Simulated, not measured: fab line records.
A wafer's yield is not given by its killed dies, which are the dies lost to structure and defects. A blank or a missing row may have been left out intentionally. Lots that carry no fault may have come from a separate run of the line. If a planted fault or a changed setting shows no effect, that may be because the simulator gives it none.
fab line records + flow rit_cmos
record:
- lots: 5
- wafers: 15
- last_day: 7
route steps=202 shown M1@187
lots that met no fault: from a run of the same line without faults
start_h: start of the lot's first displayed wafer, in hours after the record's first day + wait_h: how many hours have passed since the lot's step before this one + " same as the row above + L1.1+2: a single row standing in for several wafers + - no value present, or no start provided + * or withheld: withheld + < > ~ a bound
route shown NAME@n: names a module that has steps shown in the file, with the first one's number in the route + usual: mean and standard deviation over wafers with no fault + same: alike in all rows + chamber/n: place in a boat + sites: readings site by site + _std_site: standard deviation across them + _edge_site: the outer-site mean with the inner-site mean subtracted + radius_mm: for every site, how far away it sits from the centre of the wafer + mask NAME#n: copy n + behind: the most recent tool/chamber to have shaped the wafer + hold: why the lot was held/for how many hours/how that ended + device: the transistor (n, p or np) that didn't switch + end of line: the tests these same wafers got at the end of their route + a step with no rows: only its recipe + killed: dies that structure and defects cost at the first sort, which is not the same as the wafer's yield + map: shows each die of a wafer: x if killed, . if not, _ if none is there
set.NAME: the run value of the setting; set.NAME@STEP: its run value at that earlier step + model.NAME: the simulator's own value behind a step, which no gauge read
a table for each step, a row for each wafer; lots at some steps of the route
services: from which hour (start_h, from the record's first day; less than 0 if before it) a tool's chamber was out of use, for how many hours, and why
== steps ==
step: RIT_M1_HMDS_03
recipe:
- prime_time_s: 60
- prime_temp_c: 140
usual:
- chill_plate_temp_C: 22.99/0.097
| lot.wafer | tool           | chamber | start_h | wait_h | chill_plate_temp_C |
|-----------|----------------|---------|---------|--------|--------------------|
| L078.2    | litho_track-01 | 0       | 75.87   | 0.1    | 23.13              |
| L078.4    | "              | 0       | "       | "      | 23.09              |
| L078.5    | "              | 0       | "       | "      | 23.11              |
| L088.1    | litho_track-02 | 0       | 145.93  | 0.1    | 23.02              |
| L088.5    | "              | 0       | "       | "      | 22.91              |
| L088.6    | "              | 0       | "       | "      | 23.00              |
| L090.3    | litho_track-01 | 0       | 150.78  | 0.1    | 23.04              |
| L090.5    | "              | 0       | "       | "      | 22.94              |
| L090.6    | "              | 0       | "       | "      | 22.99              |
| L092.1    | litho_track-03 | 0       | 161.65  | 0.2    | 23.03              |
| L092.2    | "              | 0       | "       | "      | 22.99              |
| L092.4    | "              | 0       | "       | "      | 23.01              |
| L094.1    | litho_track-02 | 0       | 168.46  | 0.1    | 23.03              |
| L094.3    | "              | 0       | "       | "      | 23.08              |
| L094.4    | "              | 0       | "       | "      | 23.05              |
step: RIT_M1_COAT_04
recipe:
- resist: NOVOLAK
- spin_rpm: 2000
- resist_thk_nm: 1300
usual:
- chill_plate_temp_C: 23.02/0.12
- spin_speed_rpm: 1999.9/1.2
| lot.wafer | tool           | chamber | start_h | wait_h | chill_plate_temp_C | spin_speed_rpm |
|-----------|----------------|---------|---------|--------|--------------------|----------------|
| L078.2    | litho_track-01 | 0       | 76.02   | 0.1    | 22.98              | 1999.7         |
| L078.4    | "              | 0       | "       | "      | 22.88              | 1998.9         |
| L078.5    | "              | 0       | "       | "      | 23.06              | 2001.0         |
| L088.1    | litho_track-02 | 0       | 146.08  | 0.1    | 22.94              | 2001.0         |
| L088.5    | "              | 0       | "       | "      | 22.87              | 1999.5         |
| L088.6    | "              | 0       | "       | "      | 22.81              | 1998.8         |
| L090.3    | litho_track-01 | 0       | 150.93  | 0.1    | 23.03              | 1998.8         |
| L090.5    | "              | 0       | "       | "      | 23.28              | 2002.0         |
| L090.6    | "              | 0       | "       | "      | 23.26              | 2000.1         |
| L092.1    | litho_track-03 | 0       | 161.80  | 0.1    | 22.96              | 2000.4         |
| L092.2    | "              | 0       | "       | "      | 22.97              | 1998.8         |
| L092.4    | "              | 0       | "       | "      | 23.09              | 2000.8         |
| L094.1    | litho_track-02 | 0       | 168.61  | 0.1    | 23.12              | 2000.4         |
| L094.3    | "              | 0       | "       | "      | 23.14              | 1999.1         |
| L094.4    | "              | 0       | "       | "      | 23.15              | 2000.0         |
step: RIT_M1_SOFTBAKE_05
recipe:
- resist: NOVOLAK
- temp_c: 90
- time_s: 60
usual:
- chill_plate_temp_C: 23.01/0.1
| lot.wafer | tool           | chamber | start_h | wait_h | chill_plate_temp_C |
|-----------|----------------|---------|---------|--------|--------------------|
| L078.2    | litho_track-01 | 0       | 76.17   | 0.1    | 22.98              |
| L078.4    | "              | 0       | "       | "      | 22.96              |
| L078.5    | "              | 0       | "       | "      | 23.01              |
| L088.1    | litho_track-02 | 0       | 146.23  | 0.1    | 22.96              |
| L088.5    | "              | 0       | "       | "      | 23.08              |
| L088.6    | "              | 0       | "       | "      | 22.98              |
| L090.3    | litho_track-01 | 0       | 151.08  | 0.1    | 23.08              |
| L090.5    | "              | 0       | "       | "      | 23.04              |
| L090.6    | "              | 0       | "       | "      | 22.92              |
| L092.1    | litho_track-03 | 0       | 161.95  | 0.1    | 23.20              |
| L092.2    | "              | 0       | "       | "      | 23.12              |
| L092.4    | "              | 0       | "       | "      | 23.30              |
| L094.1    | litho_track-02 | 0       | 168.76  | 0.1    | 23.02              |
| L094.3    | "              | 0       | "       | "      | 22.96              |
| L094.4    | "              | 0       | "       | "      | 23.08              |
step: RIT_M1_EXPOSE_06
recipe:
- mask_id: M12
- na: 0.6
- source_shape: conventional
- sigma_outer: 0.5
- target_cd_nm: 2600
- dose_mj: 255
same:
- na: 0.6
| lot.wafer  | tool             | chamber | start_h | wait_h | mask  |
|------------|------------------|---------|---------|--------|-------|
| L078.2+4+5 | iline_stepper-01 | 0       | 76.44   | 0.2    | M12#0 |
| L088.1+5+6 | iline_stepper-01 | 0       | 146.51  | 0.2    | M12#0 |
| L090.3+5+6 | iline_stepper-01 | 0       | 151.22  | 0.1    | M12#0 |
| L092.1+2+4 | iline_stepper-02 | 0       | 162.10  | 0.1    | M12#0 |
| L094.1+3+4 | iline_stepper-01 | 0       | 169.03  | 0.2    | M12#0 |
step: RIT_M1_PEB_07
recipe:
- resist: NOVOLAK
- temp_c: withheld
- time_s: withheld
usual:
- chill_plate_temp_C: *
| lot.wafer | tool           | chamber | start_h | wait_h | chill_plate_temp_C |
|-----------|----------------|---------|---------|--------|--------------------|
| L078.2    | litho_track-01 | 0       | 76.56   | 0.1    | *                  |
| L078.4    | "              | 0       | "       | "      | *                  |
| L078.5    | "              | 0       | "       | "      | *                  |
| L088.1    | litho_track-01 | 0       | 146.62  | 0.1    | *                  |
| L088.5    | "              | 0       | "       | "      | *                  |
| L088.6    | "              | 0       | "       | "      | *                  |
| L090.3    | litho_track-01 | 0       | 151.34  | 0.1    | *                  |
| L090.5    | "              | 0       | "       | "      | *                  |
| L090.6    | "              | 0       | "       | "      | *                  |
| L092.1    | litho_track-02 | 0       | 162.21  | 0.1    | *                  |
| L092.2    | "              | 0       | "       | "      | *                  |
| L092.4    | "              | 0       | "       | "      | *                  |
| L094.1    | litho_track-01 | 0       | 169.15  | 0.1    | *                  |
| L094.3    | "              | 0       | "       | "      | *                  |
| L094.4    | "              | 0       | "       | "      | *                  |
step: RIT_M1_DEVELOP_08
recipe:
- resist: NOVOLAK
- develop_time_s: 68
- dev_temp_c: 23
usual:
- chill_plate_temp_C: 23.01/0.11
| lot.wafer | tool           | chamber | start_h | wait_h | chill_plate_temp_C |
|-----------|----------------|---------|---------|--------|--------------------|
| L078.2    | litho_track-01 | 0       | -       | -      | 23.09              |
| L078.4    | "              | 0       | "       | "      | 22.98              |
| L078.5    | "              | 0       | "       | "      | 22.97              |
| L088.1    | litho_track-01 | 0       | -       | -      | 22.95              |
| L088.5    | "              | 0       | "       | "      | 22.91              |
| L088.6    | "              | 0       | "       | "      | 22.94              |
| L090.3    | litho_track-01 | 0       | -       | -      | 22.99              |
| L090.5    | "              | 0       | "       | "      | 23.04              |
| L090.6    | "              | 0       | "       | "      | 23.10              |
| L092.1    | litho_track-02 | 0       | -       | -      | 23.06              |
| L092.2    | "              | 0       | "       | "      | 22.88              |
| L092.4    | "              | 0       | "       | "      | 23.02              |
| L094.1    | litho_track-01 | 0       | -       | -      | 23.05              |
| L094.3    | "              | 0       | "       | "      | 23.15              |
| L094.4    | "              | 0       | "       | "      | 23.07              |
step: RIT_M1_CD_MEAS_09
recipe:
- target_cd_nm: 2600
usual:
- cd_nm: 2600.1/1.9
| lot.wafer | tool      | chamber | start_h | wait_h | cd_nm  |
|-----------|-----------|---------|---------|--------|--------|
| L078.2    | cd_sem-02 | -       | 76.87   | -      | 2602.1 |
| L078.4    | "         | -       | "       | "      | 2601.6 |
| L078.5    | "         | -       | "       | "      | 2603.0 |
| L088.1    | cd_sem-02 | -       | 146.94  | -      | 2602.2 |
| L088.5    | "         | -       | "       | "      | 2600.4 |
| L088.6    | "         | -       | "       | "      | 2599.3 |
| L090.3    | cd_sem-02 | -       | 151.65  | -      | 2598.2 |
| L090.5    | "         | -       | "       | "      | 2599.7 |
| L090.6    | "         | -       | "       | "      | 2601.3 |
| L092.1    | cd_sem-02 | -       | 162.53  | -      | 2599.6 |
| L092.2    | "         | -       | "       | "      | 2600.6 |
| L092.4    | "         | -       | "       | "      | 2602.3 |
| L094.1    | cd_sem-01 | -       | 169.46  | -      | 2602.0 |
| L094.3    | "         | -       | "       | "      | 2599.1 |
| L094.4    | "         | -       | "       | "      | 2601.1 |
step: RIT_M1_OVL_MEAS_10
usual:
- M1_OVL: -1.3/1.8
| lot.wafer | tool       | chamber | start_h | wait_h | M1_OVL[nm] |
|-----------|------------|---------|---------|--------|------------|
| L078.2    | overlay-01 | -       | 76.98   | 0.1    | -2.2       |
| L078.4    | "          | -       | "       | "      | -1.4       |
| L078.5    | "          | -       | "       | "      | -3.4       |
| L088.1    | overlay-01 | -       | 147.06  | 0.1    | -2.5       |
| L088.5    | "          | -       | "       | "      | -3.1       |
| L088.6    | "          | -       | "       | "      | -1.5       |
| L090.3    | overlay-02 | -       | 151.74  | 0.1    | -2.7       |
| L090.5    | "          | -       | "       | "      | -1.7       |
| L090.6    | "          | -       | "       | "      | -3.6       |
| L092.1    | overlay-01 | -       | 162.65  | 0.1    | -1.1       |
| L092.2    | "          | -       | "       | "      | -0.9       |
| L092.4    | "          | -       | "       | "      | -3.2       |
| L094.1    | overlay-01 | -       | 169.58  | 0.1    | -3.7       |
| L094.3    | "          | -       | "       | "      | -3.0       |
| L094.4    | "          | -       | "       | "      | -4.0       |
step: RIT_M1_HARDBAKE_11
recipe:
- resist: NOVOLAK
- temp_c: 140
- time_s: 120
usual:
- chill_plate_temp_C: 23.02/0.11
| lot.wafer | tool           | chamber | start_h | wait_h | chill_plate_temp_C |
|-----------|----------------|---------|---------|--------|--------------------|
| L078.2    | litho_track-02 | 0       | 77.05   | 0.1    | 23.13              |
| L078.4    | "              | 0       | "       | "      | 23.07              |
| L078.5    | "              | 0       | "       | "      | 23.12              |
| L088.1    | litho_track-03 | 0       | 147.09  | 0.0    | 23.01              |
| L088.5    | "              | 0       | "       | "      | 23.01              |
| L088.6    | "              | 0       | "       | "      | 23.17              |
| L090.3    | litho_track-03 | 0       | 151.85  | 0.1    | 23.01              |
| L090.5    | "              | 0       | "       | "      | 23.19              |
| L090.6    | "              | 0       | "       | "      | 22.98              |
| L092.1    | litho_track-02 | 0       | 162.98  | 0.3    | 22.97              |
| L092.2    | "              | 0       | "       | "      | 22.92              |
| L092.4    | "              | 0       | "       | "      | 23.04              |
| L094.1    | litho_track-01 | 0       | 169.62  | 0.0    | 23.05              |
| L094.3    | "              | 0       | "       | "      | 22.92              |
| L094.4    | "              | 0       | "       | "      | 23.05              |
step: RIT_M1_METAL_ETCH_12
recipe:
- stop_on: SiO2
- chemistry: Cl2/BCl3
- target: Al
- time_s: 165
- over_etch_frac: 0.5
- pressure_mtorr: 100
- target_depth_a: 6000
- rf_w: 255.1
- Cl2_flow_sccm: 60
- bcl3_flow_sccm: 50
usual:
- drypump_motor_current_A: 5.7/0.33
- oes_product_au: 0.785/0.011
- throttle_valve_pct: 8.23/0.077
| lot.wafer | tool         | chamber | start_h | wait_h | drypump_motor_current_A | oes_product_au | rf_hours_counter_h | throttle_valve_pct |
|-----------|--------------|---------|---------|--------|-------------------------|----------------|--------------------|--------------------|
| L078.2    | rie_metal-03 | 1       | 77.26   | 0.2    | 5.7                     | 0.800          | 2.5                | 8.34               |
| L078.4    | "            | 0       | "       | "      | 6.1                     | 0.782          | -                  | 8.15               |
| L078.5    | "            | 0       | "       | "      | 6.1                     | 0.785          | -                  | 8.14               |
| L088.1    | rie_metal-04 | 0       | 147.34  | 0.2    | 5.6                     | 0.768          | 1.5                | 8.20               |
| L088.5    | "            | 1       | "       | "      | 5.3                     | 0.795          | -                  | 8.13               |
| L088.6    | "            | 0       | "       | "      | 5.6                     | 0.762          | -                  | 8.21               |
| L090.3    | rie_metal-03 | 1       | 152.07  | 0.2    | 5.7                     | 0.792          | -                  | 8.31               |
| L090.5    | "            | 1       | "       | "      | 5.7                     | 0.800          | -                  | 8.30               |
| L090.6    | "            | 0       | "       | "      | 6.0                     | 0.782          | -                  | 8.13               |
| L092.1    | rie_metal-04 | 1       | 163.23  | 0.2    | 5.3                     | 0.781          | 1.6                | 8.12               |
| L092.2    | "            | 0       | "       | "      | 5.6                     | 0.768          | 1.6                | 8.22               |
| L092.4    | "            | 1       | "       | "      | 5.3                     | 0.781          | -                  | 8.11               |
| L094.1    | rie_metal-02 | 1       | 169.87  | 0.2    | 6.3                     | 0.807          | 5.8                | 8.24               |
| L094.3    | "            | 0       | "       | "      | 5.5                     | 0.773          | -                  | 8.32               |
| L094.4    | "            | 1       | "       | "      | 6.3                     | 0.798          | -                  | 8.25               |
step: RIT_M1_STRIP_13
recipe:
- chemistry: nmp
- resist: NOVOLAK
- temp_c: 80
- time_s: 600
- dry: n2_spin
usual:
- bath_guard_temp_C: 80.2/0.51
| lot.wafer | tool         | chamber | start_h | wait_h | bath_guard_temp_C |
|-----------|--------------|---------|---------|--------|-------------------|
| L078.2    | wet_bench-02 | 1       | 77.42   | 0.1    | 80.1              |
| L078.4    | "            | 1       | "       | "      | 80.5              |
| L078.5    | "            | 1       | "       | "      | 80.6              |
| L088.1    | wet_bench-04 | 2       | 147.51  | 0.1    | 80.5              |
| L088.5    | "            | 2       | "       | "      | 80.0              |
| L088.6    | "            | 2       | "       | "      | 80.4              |
| L090.3    | wet_bench-04 | 0       | 152.18  | 0.1    | 79.6              |
| L090.5    | "            | 0       | "       | "      | 79.3              |
| L090.6    | "            | 0       | "       | "      | 79.5              |
| L092.1    | wet_bench-04 | 0       | 163.39  | 0.1    | 79.4              |
| L092.2    | "            | 0       | "       | "      | 79.6              |
| L092.4    | "            | 0       | "       | "      | 80.0              |
| L094.1    | wet_bench-03 | 2       | 170.03  | 0.1    | 79.5              |
| L094.3    | "            | 2       | "       | "      | 79.8              |
| L094.4    | "            | 2       | "       | "      | 79.5              |
step: RIT_M1_STRIP_14
recipe:
- chemistry: O2
- time_s: 180
- platen_temp_c: withheld
- power_w: 500
- pressure_mtorr: 4000
- o2_flow_sccm: 4000
usual:
- drypump_motor_current_A: 5.8/0.59
- rf_refl_power_W: 6.1/1.2
| lot.wafer | tool            | chamber | start_h | wait_h | drypump_motor_current_A | rf_hours_counter_h | rf_refl_power_W |
|-----------|-----------------|---------|---------|--------|-------------------------|--------------------|-----------------|
| L078.2    | plasma_asher-02 | 0       | 77.59   | 0.0    | 6.6                     | 45                 | 8.0             |
| L078.4    | "               | 0       | "       | "      | 6.6                     | -                  | 7.8             |
| L078.5    | "               | 1       | "       | "      | 6.3                     | -                  | 3.9             |
| L088.1    | plasma_asher-04 | 1       | 147.70  | 0.0    | 5.2                     | 47                 | 6.0             |
| L088.5    | "               | 1       | "       | "      | 5.1                     | -                  | 5.9             |
| L088.6    | "               | 0       | "       | "      | 5.3                     | -                  | 6.5             |
| L090.3    | plasma_asher-04 | 0       | 152.41  | 0.1    | 5.3                     | -                  | 6.1             |
| L090.5    | "               | 0       | "       | "      | 5.3                     | -                  | 6.2             |
| L090.6    | "               | 1       | "       | "      | 5.2                     | -                  | 6.0             |
| L092.1    | plasma_asher-02 | 0       | 163.56  | 0.0    | 6.6                     | 54                 | 7.9             |
| L092.2    | "               | 1       | "       | "      | 6.3                     | 54                 | 4.0             |
| L092.4    | "               | 1       | "       | "      | 6.3                     | -                  | 3.7             |
| L094.1    | plasma_asher-04 | 0       | 170.20  | 0.0    | 5.3                     | 50                 | 5.7             |
| L094.3    | "               | 0       | "       | "      | 5.3                     | -                  | 5.8             |
| L094.4    | "               | 1       | "       | "      | 5.2                     | -                  | 6.1             |
step: RIT_M1_CD_MEAS_90
recipe:
- target_cd_nm: 2600
usual:
- cd_nm: 2599.4/2.6
| lot.wafer | tool      | chamber | start_h | wait_h | cd_nm  |
|-----------|-----------|---------|---------|--------|--------|
| L078.2    | cd_sem-01 | -       | 77.79   | 0.1    | 2603.1 |
| L078.4    | "         | -       | "       | "      | 2600.5 |
| L078.5    | "         | -       | "       | "      | 2601.4 |
| L088.1    | cd_sem-02 | -       | 147.87  | 0.1    | 2601.1 |
| L088.5    | "         | -       | "       | "      | 2600.7 |
| L088.6    | "         | -       | "       | "      | 2597.6 |
| L090.3    | cd_sem-01 | -       | 152.57  | 0.1    | 2599.5 |
| L090.5    | "         | -       | "       | "      | 2599.0 |
| L090.6    | "         | -       | "       | "      | 2601.5 |
| L092.1    | cd_sem-02 | -       | 163.74  | 0.1    | 2600.5 |
| L092.2    | "         | -       | "       | "      | 2597.7 |
| L092.4    | "         | -       | "       | "      | 2604.2 |
| L094.1    | cd_sem-01 | -       | 170.38  | 0.1    | 2599.9 |
| L094.3    | "         | -       | "       | "      | 2599.8 |
| L094.4    | "         | -       | "       | "      | 2597.7 |
step: RIT_M1_ANNEAL_15
recipe:
- temp_c: 450
- time_s: 1800
- ambient: forming_gas_H2N2
| lot.wafer  | tool       | chamber | start_h | wait_h |
|------------|------------|---------|---------|--------|
| L078.2+4+5 | furnace-02 | 0       | 77.89   | 0.1    |
| L088.1+5+6 | furnace-02 | 0       | 148.56  | 0.7    |
| L090.3+5+6 | furnace-02 | 0       | 152.65  | 0.1    |
| L092.1+2+4 | furnace-02 | 0       | 171.04  | 7.3    |
| L094.1+3+4 | furnace-02 | 0       | 171.04  | 0.6    |
step: RIT_M1_BOW_MEAS_16
recipe:
- mode: bow
usual:
- M1_BOW: 17/7
| lot.wafer | tool          | chamber | start_h | wait_h | M1_BOW[um] |
|-----------|---------------|---------|---------|--------|------------|
| L078.2    | film_metro-02 | -       | 79.41   | 0.0    | 11         |
| L078.4    | "             | -       | "       | "      | 24         |
| L078.5    | "             | -       | "       | "      | 18         |
| L088.1    | film_metro-04 | -       | 150.06  | 0.0    | 18         |
| L088.5    | "             | -       | "       | "      | 32         |
| L088.6    | "             | -       | "       | "      | 15         |
| L090.3    | film_metro-04 | -       | 154.19  | 0.0    | 17         |
| L090.5    | "             | -       | "       | "      | 28         |
| L090.6    | "             | -       | "       | "      | 14         |
| L092.1    | film_metro-02 | -       | 172.54  | 0.0    | 9          |
| L092.2    | "             | -       | "       | "      | 23         |
| L092.4    | "             | -       | "       | "      | 16         |
| L094.1    | film_metro-04 | -       | 172.54  | 0.0    | 18         |
| L094.3    | "             | -       | "       | "      | 17         |
| L094.4    | "             | -       | "       | "      | 15         |
step: RIT_M1_PROBE_99
usual:
- defect_limited_yield: 97.5/1.1
- killed_at_front_end: 6.6/2.9
- killed_dies: 6.7/3
- killed_on_rim: 1.7/1.4
- killed_open: 3.5/2.1
- killed_short: 3.2/1.8
- sort_bin_3_pad_short: 0.1/0.19
- sort_bin_5_function: 1.4/0.84
- sort_bin_6_memory: 1.0/0.67
- sort_n_pass: 257.3/3
- sort_yield_pct: 97.5/1.1
same:
- gross_dies: 264
- killed_at_M0_to_M3: 0
- killed_at_M4_up: 0
- killed_at_back_side: 0
- killed_at_contacts: 0
- killed_at_other: 0
| lot.wafer | tool      | chamber | start_h | wait_h | defect_limited_yield[%] | killed_at_front_end | killed_dies | killed_on_rim | killed_open | killed_short | sort_bin_3_pad_short[%] | sort_bin_5_function[%] | sort_bin_6_memory[%] | sort_n_pass | sort_yield_pct[%] |
|-----------|-----------|---------|---------|--------|-------------------------|---------------------|-------------|---------------|-------------|--------------|-------------------------|------------------------|----------------------|-------------|-------------------|
| L078.2    | prober-01 | -       | 79.56   | 0.1    | 94.7                    | 14                  | 14          | 4             | 9           | 5            | 0                       | 2.7                    | 2.7                  | 250.0       | 94.7              |
| L078.4    | prober-01 | -       | 79.66   | 0.2    | 96.2                    | 10                  | 10          | 3             | 6           | 4            | 0                       | 3.0                    | 0.8                  | 254.0       | 96.2              |
| L078.5    | prober-01 | -       | 79.71   | 0.2    | 96.6                    | 9                   | 9           | 3             | 9           | 0            | 0                       | 0.8                    | 2.7                  | 255.0       | 96.6              |
| L088.1    | prober-01 | -       | 150.18  | 0.1    | 97.3                    | 7                   | 7           | 1             | 4           | 3            | 0.4                     | 0.8                    | 1.5                  | 257.0       | 97.3              |
| L088.5    | prober-01 | -       | 150.38  | 0.2    | 96.6                    | 9                   | 9           | 4             | 2           | 7            | 0                       | 2.3                    | 1.1                  | 255.0       | 96.6              |
| L088.6    | prober-01 | -       | 150.43  | 0.2    | 97.0                    | 8                   | 8           | 3             | 4           | 4            | 0                       | 1.9                    | 1.1                  | 256.0       | 97.0              |
| L090.3    | prober-02 | -       | 154.37  | 0.2    | 98.5                    | 4                   | 4           | 2             | 1           | 3            | 0                       | 1.1                    | 0.4                  | 260.0       | 98.5              |
| L090.5    | prober-02 | -       | 154.47  | 0.2    | 97.0                    | 8                   | 8           | 2             | 4           | 4            | 0                       | 1.9                    | 1.1                  | 256.0       | 97.0              |
| L090.6    | prober-02 | -       | 154.52  | 0.2    | 97.7                    | 6                   | 6           | 2             | 4           | 2            | 0                       | 1.5                    | 0.8                  | 258.0       | 97.7              |
| L092.1    | prober-02 | -       | 172.66  | 0.1    | 95.8                    | 11                  | 11          | 5             | 8           | 3            | 0.4                     | 1.9                    | 1.9                  | 253.0       | 95.8              |
| L092.2    | prober-02 | -       | 172.71  | 0.1    | 96.2                    | 10                  | 10          | 2             | 6           | 4            | 0                       | 2.3                    | 1.5                  | 254.0       | 96.2              |
| L092.4    | prober-02 | -       | 172.81  | 0.2    | 94.7                    | 14                  | 14          | 7             | 8           | 6            | 0                       | 3.8                    | 1.5                  | 250.0       | 94.7              |
| L094.1    | prober-01 | -       | 172.66  | 0.1    | 97.7                    | 6                   | 6           | 3             | 2           | 4            | 0                       | 1.1                    | 1.1                  | 258.0       | 97.7              |
| L094.3    | prober-01 | -       | 172.76  | 0.2    | 97.7                    | 6                   | 6           | 0             | 3           | 3            | 0.4                     | 0.4                    | 1.5                  | 258.0       | 97.7              |
| L094.4    | prober-01 | -       | 172.81  | 0.2    | 100.0                   | 0                   | 0           | 0             | 0           | 0            | 0                       | 0                      | 0                    | 264.0       | 100.0             |
killed by level:class
L078.2 GATE:geometric_particle:open=3 SPACER:geometric_particle:open=3 SILICIDE:geometric_particle:open=3 REOX:geometric_particle:short=2 FOX1:geometric_particle:short=1 GATE:geometric_particle:short=1 SILICIDE:geometric_particle:short=1
L078.4 FOX1:geometric_particle:open=3 GATE:geometric_particle:open=2 SILICIDE:geometric_particle:short=2 FOX1:geometric_particle:short=1 SPACER:geometric_particle:short=1 SILICIDE:geometric_particle:open=1
L078.5 SILICIDE:geometric_particle:open=3 FOX2:geometric_particle:open=2 REOX:geometric_particle:open=2 GATE:geometric_particle:open=1 SPACER:geometric_particle:open=1
L088.1 GATE:geometric_particle:open=4 GATE:geometric_particle:short=2 FOX1:geometric_particle:short=1
L088.5 GATE:geometric_particle:short=3 FOX2:geometric_particle:short=2 FOX1:geometric_particle:short=1 FOX2:geometric_particle:open=1 GATE:geometric_particle:open=1 REOX:geometric_particle:short=1
L088.6 GATE:geometric_particle:short=4 GATE:geometric_particle:open=2 SPACER:geometric_particle:open=1 SILICIDE:geometric_particle:open=1
L090.3 GATE:geometric_particle:short=1 GATE:geometric_particle:open=1 REOX:geometric_particle:short=1 SPACER:geometric_particle:short=1
L090.5 FOX1:geometric_particle:short=2 SILICIDE:geometric_particle:open=2 GATE:geometric_particle:open=1 GATE:geometric_particle:short=1 SPACER:geometric_particle:open=1 SPACER:geometric_particle:short=1
L090.6 GATE:geometric_particle:open=3 REOX:geometric_particle:open=1 SPACER:geometric_particle:short=1 SILICIDE:geometric_particle:short=1
L092.1 REOX:geometric_particle:open=4 FOX1:geometric_particle:short=1 FOX1:geometric_particle:open=1 GATE:geometric_particle:short=1 GATE:geometric_particle:open=1 REOX:geometric_particle:short=1 SPACER:geometric_particle:open=1 SILICIDE:geometric_particle:open=1
L094.1 FOX1:geometric_particle:open=2 FOX1:geometric_particle:short=2 REOX:geometric_particle:short=2
L092.2 REOX:geometric_particle:open=3 REOX:geometric_particle:short=2 SPACER:geometric_particle:open=2 GATE:geometric_particle:short=1 SILICIDE:geometric_particle:open=1 SILICIDE:geometric_particle:short=1
L094.3 FOX1:geometric_particle:short=2 FOX1:geometric_particle:open=1 GATE:geometric_particle:open=1 REOX:geometric_particle:open=1 SILICIDE:geometric_particle:short=1
L092.4 GATE:geometric_particle:short=4 SILICIDE:geometric_particle:open=3 GATE:geometric_particle:open=2 SILICIDE:geometric_particle:short=2 FOX1:geometric_particle:open=1 REOX:geometric_particle:open=1 SPACER:geometric_particle:open=1
== services ==
| tool             | chamber | start_h | hours | kind   |
|------------------|---------|---------|-------|--------|
| iline_stepper-01 | -       | 57.30   | 1.7   | pm     |
| rie_metal-03     | -       | 104.31  | 1.9   | repair |
| plasma_asher-02  | -       | 111.76  | 0.5   | repair |
| rie_metal-03     | -       | 125.46  | 15.6  | pm     |
| plasma_asher-02  | -       | 127.91  | 2.8   | pm     |
== key ==
fault none
